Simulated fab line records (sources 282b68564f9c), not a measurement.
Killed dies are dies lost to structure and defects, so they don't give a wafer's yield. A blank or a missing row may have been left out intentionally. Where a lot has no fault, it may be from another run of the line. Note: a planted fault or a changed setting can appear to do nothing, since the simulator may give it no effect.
fab line records | flow rit-cmos
record lots=7 | wafers=21 | last-day=7
route steps=202 shown PRETRO@64 GATE@75 M1@202
lots that met no fault: taken from a fault-free run of the same line
start-h: the number of hours between the record's first day and the start of the first shown wafer of the lot | wait-h: time in hours since the lot's previous step | " unchanged from the row above | L1.1+2: a single row standing in for several wafers | - either no value or no given start | * or withheld: withheld | < > ~ a bound
route shown NAME@n: a module of which the file shows steps, and the number in the route of the first | usual: mean/standard deviation taken from wafers without a fault | same: alike in all rows | chamber/n: place in a boat | sites: the reading at each site | _std_site: their standard deviation | _edge_site: the outer-site mean with the inner-site mean subtracted | radius-mm: how far each site lies from the wafer's centre | mask NAME#n: copy n | behind: the most recent tool/chamber to have shaped the wafer | hold: reason for holding the lot/hours on hold/outcome of the hold | device: whichever transistor did not switch (one of n, p or np) | end of line: tests run on the same wafers once the route is complete | for a step that has no rows: nothing shown but its recipe | killed: dies lost to structure and defects at the first sort, not the wafer's yield | map: a wafer's dies, marking killed ones x, the rest . and places with no die _
set.NAME: setting as actually run; set.NAME@STEP: the setting as run at that earlier step | model.NAME: the simulator's own value behind a step, which no gauge read
a table for each step, a row for each wafer; lots at some steps of the route
services: a tool's chamber out of use, with start hour (start-h, from the record's first day; less than 0 if before it), hours out, and reason
## steps
# step RIT_PRETRO_HMDS_00
# recipe prime-time-s=60 | prime-temp-c=140
# step RIT_PRETRO_COAT_01
# recipe resist=NOVOLAK | spin-rpm=2000 | resist-thk-nm=1300
# step RIT_PRETRO_SOFTBAKE_02
# recipe resist=NOVOLAK | temp-c=90 | time-s=60
# step RIT_PRETRO_EXPOSE_03
# recipe mask-id=M5 | na=0.57 | target-cd-nm=43700 | dose-mj=250
# step RIT_PRETRO_PEB_04
# recipe resist=NOVOLAK | temp-c=withheld | time-s=withheld
# step RIT_PRETRO_DEVELOP_05
# recipe resist=NOVOLAK | develop-time-s=68 | dev-temp-c=23
# step RIT_PRETRO_OVL_MEAS_06
# usual PRETRO_OVL=-0.7/1.5
lot.wafer | tool       | chamber | start-h | wait-h | PRETRO_OVL[nm]
L944.1    | overlay-02 | -       | 63.22   | -      | -2.3
L944.2    | "          | -       | "       | "      | -2.2
L944.5    | "          | -       | "       | "      | -2.3
L945.3    | overlay-02 | -       | 68.57   | -      | 0.1
L945.4    | "          | -       | "       | "      | 0.3
L945.6    | "          | -       | "       | "      | 0.5
L948.2    | overlay-02 | -       | 82.04   | -      | -1.2
L948.3    | "          | -       | "       | "      | -0.7
L948.5    | "          | -       | "       | "      | -2.6
L954.3    | overlay-01 | -       | 125.15  | -      | -0.1
L954.5    | "          | -       | "       | "      | 1.4
L954.6    | "          | -       | "       | "      | 0.4
L955.2    | overlay-01 | -       | 125.44  | -      | -1.0
L955.4    | "          | -       | "       | "      | -0.6
L955.6    | "          | -       | "       | "      | -0.9
L956.1    | overlay-01 | -       | 136.02  | -      | -0.6
L956.2    | "          | -       | "       | "      | -2.5
L956.4    | "          | -       | "       | "      | -2.3
L961.2    | overlay-01 | -       | 149.75  | -      | -0.4
L961.3    | "          | -       | "       | "      | 0.0
L961.5    | "          | -       | "       | "      | -0.4
# step RIT_PRETRO_HARDBAKE_07
# recipe resist=NOVOLAK | temp-c=140 | time-s=120
# step RIT_PRETRO_IMPLANT_08
# recipe species=B | energy-kev=45 | dose-cm2=1.2e+13 | tilt-deg=7
# step RIT_PRETRO_STRIP_09
# recipe chemistry=O2 | time-s=180 | resist=NOVOLAK | platen-temp-c=withheld | power-w=500 | pressure-mtorr=4000 | o2-flow-sccm=4000
# usual drypump-motor-current-A=5.6/0.46 | rf-refl-power-W=6.5/0.85
lot.wafer | tool            | chamber | start-h | wait-h | drypump-motor-current-A | rf-hours-counter-h | rf-refl-power-W
L944.1    | plasma-asher-01 | 1       | 63.66   | 0.1    | 5.5                     | 44                 | 8.7
L944.2    | "               | 0       | "       | "      | 5.8                     | 44                 | 8.5
L944.5    | "               | 0       | "       | "      | 5.8                     | -                  | 7.8
L945.3    | plasma-asher-04 | 0       | 69.05   | 0.1    | 5.3                     | -                  | 6.3
L945.4    | "               | 1       | "       | "      | 5.2                     | -                  | 5.7
L945.6    | "               | 1       | "       | "      | 5.2                     | -                  | 5.9
L948.2    | plasma-asher-04 | 0       | 82.47   | 0.1    | 5.3                     | 41                 | 6.1
L948.3    | "               | 0       | "       | "      | 5.3                     | -                  | 6.1
L948.5    | "               | 0       | "       | "      | 5.3                     | -                  | 6.5
L954.3    | plasma-asher-04 | 0       | 125.64  | 0.1    | 5.3                     | -                  | 6.4
L954.5    | "               | 0       | "       | "      | 5.3                     | -                  | 6.2
L954.6    | "               | 1       | "       | "      | 5.2                     | -                  | 6.0
L955.2    | plasma-asher-03 | 0       | 125.87  | 0.1    | 6.0                     | 29                 | 6.1
L955.4    | "               | 1       | "       | "      | 6.4                     | -                  | 6.2
L955.6    | "               | 1       | "       | "      | 6.4                     | -                  | 6.2
L956.1    | plasma-asher-01 | 0       | 136.46  | 0.1    | 5.8                     | 2                  | 8.6
L956.2    | "               | 1       | "       | "      | 5.5                     | 2                  | 8.5
L956.4    | "               | 0       | "       | "      | 5.8                     | -                  | 7.8
L961.2    | plasma-asher-01 | 0       | 150.18  | 0.1    | 5.8                     | 4                  | 8.1
L961.3    | "               | 0       | "       | "      | 5.8                     | -                  | 8.1
L961.5    | "               | 0       | "       | "      | 5.8                     | -                  | 8.3
# step RIT_PRETRO_TW_MEAS_10
# usual PRETRO_TW=477/4.6
lot.wafer | tool          | chamber | start-h | wait-h | PRETRO_TW
L944.1    | film-metro-03 | -       | 63.83   | 0.1    | 481
L944.2    | "             | -       | "       | "      | 480
L944.5    | "             | -       | "       | "      | 483
L945.3    | film-metro-03 | -       | 69.19   | 0.1    | 482
L945.4    | "             | -       | "       | "      | 482
L945.6    | "             | -       | "       | "      | 481
L948.2    | film-metro-04 | -       | 82.65   | 0.1    | 472
L948.3    | "             | -       | "       | "      | 470
L948.5    | "             | -       | "       | "      | 472
L954.3    | film-metro-03 | -       | 125.77  | 0.1    | 479
L954.5    | "             | -       | "       | "      | 483
L954.6    | "             | -       | "       | "      | 480
L955.2    | film-metro-02 | -       | 126.05  | 0.1    | 475
L955.4    | "             | -       | "       | "      | 479
L955.6    | "             | -       | "       | "      | 476
L956.1    | film-metro-04 | -       | 136.63  | 0.1    | 469
L956.2    | "             | -       | "       | "      | 466
L956.4    | "             | -       | "       | "      | 467
L961.2    | film-metro-03 | -       | 150.36  | 0.1    | 480
L961.3    | "             | -       | "       | "      | 482
L961.5    | "             | -       | "       | "      | 484
# step RIT_GATE_WET_ETCH_00
# recipe chemistry=BOE | target=SiO2 | target-depth-nm=56 | time-s=60 | dry=n2-spin | dilution=10:1 | temp-c=21.5
# step RIT_GATE_CLEAN_01
# recipe chemistry=SC1 | mix=3:3:50 | time-s=607.7 | temp-c=75
# usual bath-guard-temp-C=75.1/0.55 | bath-heat-duty-pct=15.2/1.3
lot.wafer | tool         | chamber | start-h | wait-h | bath-guard-temp-C | bath-heat-duty-pct
L944.1    | wet-bench-01 | 0       | 63.92   | 0.0    | 75.1              | 16.3
L944.2    | "            | 0       | "       | "      | 75.1              | 15.5
L944.5    | "            | 0       | "       | "      | 75.2              | 15.1
L945.3    | wet-bench-03 | 2       | 69.26   | 0.0    | 74.9              | 15.5
L945.4    | "            | 2       | "       | "      | 74.5              | 15.7
L945.6    | "            | 2       | "       | "      | 74.7              | 15.8
L948.2    | wet-bench-02 | 3       | 82.75   | 0.0    | 74.1              | 15.9
L948.3    | "            | 3       | "       | "      | 74.0              | 15.7
L948.5    | "            | 3       | "       | "      | 73.9              | 15.1
L954.3    | wet-bench-02 | 2       | 125.86  | 0.0    | -                 | -
L954.5    | "            | 2       | "       | "      | -                 | -
L954.6    | "            | 2       | "       | "      | -                 | -
L955.2    | wet-bench-01 | 3       | 126.15  | 0.0    | -                 | -
L955.4    | "            | 3       | "       | "      | -                 | -
L955.6    | "            | 3       | "       | "      | -                 | -
L956.1    | wet-bench-03 | 1       | 136.72  | 0.0    | -                 | -
L956.2    | "            | 1       | "       | "      | -                 | -
L956.4    | "            | 1       | "       | "      | -                 | -
L961.2    | wet-bench-03 | 1       | 150.44  | 0.0    | 74.6              | 14.5
L961.3    | "            | 1       | "       | "      | 74.5              | 14.0
L961.5    | "            | 1       | "       | "      | 74.4              | 13.8
# step RIT_GATE_CLEAN_02
# recipe chemistry=dHF | dilution=50:1 | time-s=30
# step RIT_M1_PROBE_99
# usual killed-at-contacts=0.1/0.23 | killed-at-front-end=6.6/2.9 | killed-dies=6.7/3 | killed-open=3.5/2.1 | killed-short=3.2/1.8
# same gross-dies=264 | killed_at_M0_to_M3=0 | killed_at_M4_up=0 | killed-at-back-side=0 | killed-at-other=0
lot.wafer | tool      | chamber | start-h | wait-h | killed-at-contacts | killed-at-front-end | killed-dies | killed-open | killed-short
L944.1    | prober-01 | -       | 90.19   | 0.1    | 0                  | 3                   | 3           | 1           | 2
L944.2    | prober-01 | -       | 90.24   | 0.1    | 0                  | 3                   | 3           | 1           | 2
L944.5    | prober-01 | -       | 90.39   | 0.2    | 0                  | 3                   | 3           | 1           | 2
L945.3    | prober-02 | -       | 100.93  | 0.2    | 0                  | 10                  | 10          | 7           | 3
L945.4    | prober-02 | -       | 100.98  | 0.2    | 1                  | 8                   | 9           | 4           | 5
L945.6    | prober-02 | -       | 101.08  | 0.2    | 0                  | 10                  | 10          | 5           | 5
L954.3    | prober-02 | -       | 154.37  | 0.2    | 0                  | 4                   | 4           | 1           | 3
L954.5    | prober-02 | -       | 154.47  | 0.2    | 0                  | 8                   | 8           | 4           | 4
L954.6    | prober-02 | -       | 154.52  | 0.2    | 0                  | 6                   | 6           | 4           | 2
L955.2    | prober-01 | -       | 155.82  | 0.1    | 0                  | 8                   | 8           | 4           | 4
L955.4    | prober-01 | -       | 155.92  | 0.2    | 0                  | 6                   | 6           | 4           | 2
L955.6    | prober-01 | -       | 156.02  | 0.2    | 0                  | 6                   | 6           | 5           | 1
L956.1    | prober-02 | -       | 172.66  | 0.1    | 0                  | 11                  | 11          | 8           | 3
L956.2    | prober-02 | -       | 172.71  | 0.1    | 0                  | 10                  | 10          | 6           | 4
L956.4    | prober-02 | -       | 172.81  | 0.2    | 0                  | 14                  | 14          | 8           | 6
L961.2    | prober-02 | -       | 177.67  | 0.1    | 0                  | 5                   | 5           | 2           | 3
L961.3    | prober-02 | -       | 177.72  | 0.2    | 0                  | 5                   | 5           | 0           | 5
L961.5    | prober-02 | -       | 177.82  | 0.2    | 0                  | 9                   | 9           | 6           | 3
# killed by level:class
L944.1 GATE:geometric-particle:open=1 REOX:geometric-particle:short=1 SPACER:geometric-particle:short=1
L944.2 FOX2:geometric-particle:open=1 GATE:geometric-particle:short=1 SILICIDE:geometric-particle:short=1
L944.5 GATE:geometric-particle:short=2 GATE:geometric-particle:open=1
L945.3 REOX:geometric-particle:open=3 GATE:geometric-particle:short=2 SILICIDE:geometric-particle:open=2 FOX2:geometric-particle:open=1 REOX:geometric-particle:short=1 SPACER:geometric-particle:open=1
L945.4 FOX1:geometric-particle:open=2 SILICIDE:geometric-particle:short=2 FOX1:geometric-particle:short=1 FOX2:geometric-particle:short=1 GATE:geometric-particle:open=1 REOX:geometric-particle:open=1 CONTACT:geometric-particle:short=1
L945.6 REOX:geometric-particle:open=2 REOX:geometric-particle:short=2 FOX1:geometric-particle:short=1 FOX2:geometric-particle:open=1 GATE:geometric-particle:open=1 GATE:geometric-particle:short=1 SPACER:geometric-particle:open=1 SILICIDE:geometric-particle:short=1
L954.3 GATE:geometric-particle:short=1 GATE:geometric-particle:open=1 REOX:geometric-particle:short=1 SPACER:geometric-particle:short=1
L954.5 FOX1:geometric-particle:short=2 SILICIDE:geometric-particle:open=2 GATE:geometric-particle:open=1 GATE:geometric-particle:short=1 SPACER:geometric-particle:open=1 SPACER:geometric-particle:short=1
L954.6 GATE:geometric-particle:open=3 REOX:geometric-particle:open=1 SPACER:geometric-particle:short=1 SILICIDE:geometric-particle:short=1
L955.2 GATE:geometric-particle:short=4 GATE:geometric-particle:open=4
L955.4 GATE:geometric-particle:open=3 FOX1:geometric-particle:open=1 FOX2:geometric-particle:short=1 GATE:geometric-particle:short=1
L955.6 SPACER:geometric-particle:open=4 GATE:geometric-particle:open=1 GATE:geometric-particle:short=1
L956.1 REOX:geometric-particle:open=4 FOX1:geometric-particle:short=1 FOX1:geometric-particle:open=1 GATE:geometric-particle:short=1 GATE:geometric-particle:open=1 REOX:geometric-particle:short=1 SPACER:geometric-particle:open=1 SILICIDE:geometric-particle:open=1
L956.2 REOX:geometric-particle:open=3 REOX:geometric-particle:short=2 SPACER:geometric-particle:open=2 GATE:geometric-particle:short=1 SILICIDE:geometric-particle:open=1 SILICIDE:geometric-particle:short=1
L956.4 GATE:geometric-particle:short=4 SILICIDE:geometric-particle:open=3 GATE:geometric-particle:open=2 SILICIDE:geometric-particle:short=2 FOX1:geometric-particle:open=1 REOX:geometric-particle:open=1 SPACER:geometric-particle:open=1
L961.2 FOX1:geometric-particle:short=1 FOX2:geometric-particle:open=1 GATE:geometric-particle:short=1 GATE:geometric-particle:open=1 SPACER:geometric-particle:short=1
L961.3 GATE:geometric-particle:short=4 FOX2:geometric-particle:short=1
L961.5 GATE:geometric-particle:short=3 GATE:geometric-particle:open=2 FOX1:geometric-particle:open=1 FOX2:geometric-particle:open=1 SPACER:geometric-particle:open=1 SILICIDE:geometric-particle:open=1
## services
tool            | chamber | start-h | hours | kind
plasma-asher-03 | -       | 42.53   | 45.4  | repair
plasma-asher-01 | -       | 108.75  | 9.0   | pm
plasma-asher-01 | 0       | 108.75  | 9.0   | vent-cycle
plasma-asher-01 | 1       | 108.75  | 9.0   | vent-cycle
plasma-asher-01 | 0       | 117.75  | -     | clean
plasma-asher-01 | 1       | 117.75  | -     | clean
## key
first-sign step=RIT_GATE_CLEAN_01 | reading=tool-record | direction=missing
effect none on later readings
met-at RIT_GATE_CLEAN_01
struck-wafers L954.3,L954.5,L954.6,L955.2,L955.4,L955.6,L956.1,L956.2,L956.4
tester-left-out L954,L955,L956
onset-between 82.75 125.86
fault kind=skipped-step-whole | tool=wet-bench-01,wet-bench-02,wet-bench-03 | chamber=- | onset-h=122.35 | steps=RIT_GATE_CLEAN_01 | scope=struck-lots-only
# tester-left-out: of these lots the tester's yield and bins aren't shown, on N5 and GAA mostly nor the transistor test; their killed dies are dies lost to structure and defects alone, not to doping, threshold or leakage, so they don't give the yield
